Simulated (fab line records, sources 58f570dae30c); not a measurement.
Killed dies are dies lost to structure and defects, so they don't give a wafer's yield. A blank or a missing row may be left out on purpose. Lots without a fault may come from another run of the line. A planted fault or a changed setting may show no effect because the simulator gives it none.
A struck lot beside a sound one | flow berkeley_cmos170 | 16 steps out of a route of 331
Sound: wafers L783.1, L783.3, L783.6. Struck: wafers L790.2, L790.3, L790.6. The cause comes at the end.
At each step with rows: each side's tool, then ch and its chambers, then its first start. Under that, the readings that differ: sound wafers | struck wafers | difference of the means | sigmas: that difference in standard deviations of wafers without a fault.
alike: readings whose means differ by less than 2 such deviations, and words and numbers that are the same on both sides. not compared: withheld readings, readings that some wafer has no value for, bounds like >300 that may hide the same value, and numbers for which the record gives no deviation and whose values overlap.
The two part at a step that has a row with sigmas, a row that says differs or no value, or rows on one side only. Numbers that don't overlap but have no deviation are shown without sigmas and don't part them. A reading that every wafer of one side lacks parts them only if that side has two wafers or more.

UCB170_ACTIVE_THK_MEAS_03:
  sound on film_metro-03, day 5 15:02; struck on film_metro-02, day 7 01:57
  alike: ACTIVE_OXIDE_THK
then, 2 steps without rows for these wafers: UCB170_ACTIVE_ANNEAL_04 (time 900 s); UCB170_ACTIVE_CVD_05 (deposits Si3N4 from SiH2Cl2/NH3, target thk 220 nm, time 3300 s).
UCB170_ACTIVE_THK_MEAS_06:
  sound on film_metro-03, day 5 23:25; struck on film_metro-04, day 7 07:48
  alike: ACTIVE_NITRIDE_THK
then, 6 steps without rows for these wafers: UCB170_ACTIVE_HMDS_07 (prime time 60 s); UCB170_ACTIVE_COAT_08 (resist thk 900 nm); UCB170_ACTIVE_SOFTBAKE_09 (time 60 s); UCB170_ACTIVE_EXPOSE_10 (exposes mask ACTIVE, target cd 1200 nm); UCB170_ACTIVE_PEB_11; UCB170_ACTIVE_DEVELOP_12 (develop time 45 s).
UCB170_ACTIVE_CD_MEAS_13: target cd 1200 nm.
  sound on cd_sem-01, day 6 01:03; struck on cd_sem-01, day 7 09:49
  alike: cd_nm
UCB170_ACTIVE_OVL_MEAS_14:
  sound on overlay-01, day 6 01:10; struck on overlay-01, day 7 09:55
  alike: ACTIVE_OVL
UCB170_ACTIVE_ETCH_15: etches Si3N4 in CH3F/Ar/O2, stops on SiO2, target depth 242 nm, time 151 s.
  sound on rie_diel-01 ch 1,2,3, day 6 01:13; struck on rie_diel-01 ch 0,1,2, day 7 09:57
  reading                                       | sound             | struck            | difference | sigmas
  oes_product_au (a.u.)                         | 0.923 0.899 0.935 | 0.798 0.826 0.829 | -0.101     | -7
  model.KrF_of_ACTIVE_COAT_08.thk_nm (nm)       | 727.9 724.9 725.8 | 771.3 772.5 769.8 | +45.0      |
  model.etch.depth_nm (nm)                      | 218.7 217.7 218.8 | 176.1 174.1 179.7 | -41.8      |
  model.SiO2_of_ACTIVE_OXIDATION_02.thk_nm (nm) | 22.8 22.39 22.49  | 24.21 23.67 23.95 | +1.38      |
  alike: drypump_motor_current_A, throttle_valve_pct
  not compared: rf_hours_counter_h
UCB170_ACTIVE_STRIP_16: strips in O2.
  sound on plasma_asher-02 ch 0,1, day 6 01:19; struck on plasma_asher-02 ch 0,1, day 7 10:03
  reading                      | sound             | struck            | difference | sigmas
  strip_time_to_endpoint_s (s) | 18.16 18.08 18.11 | 19.21 19.25 19.18 | +1.10      | +12
  alike: drypump_motor_current_A, oes_product_au
  not compared: rf_hours_counter_h
UCB170_ACTIVE_CD_MEAS_90: target cd 1200 nm.
  sound on cd_sem-01, day 6 01:25; struck on cd_sem-02, day 7 10:10
  reading    | sound                | struck               | difference | sigmas
  cd_nm (nm) | 1198.6 1198.3 1198.6 | 1201.1 1202.4 1202.0 | +3.3       | +3
-- the record jumps here: 4 days lie between the struck wafers' starts before and after (it left off in module ACTIVE and takes up again in module M3, whose first step shown is number 331 of the route) --
UCB170_M3_PROBE_99:
  the record has rows for the struck wafers here (prober-01, day 11 11:29) and none for the sound ones

WHERE THEY PART
First at UCB170_ACTIVE_ETCH_15; last, within this record, at UCB170_M3_PROBE_99.

WHY: what the simulator had put in
Process parameter drift: rie_diel-01, from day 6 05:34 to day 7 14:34, at UCB170_ACTIVE_ETCH_15. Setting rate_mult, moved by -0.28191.
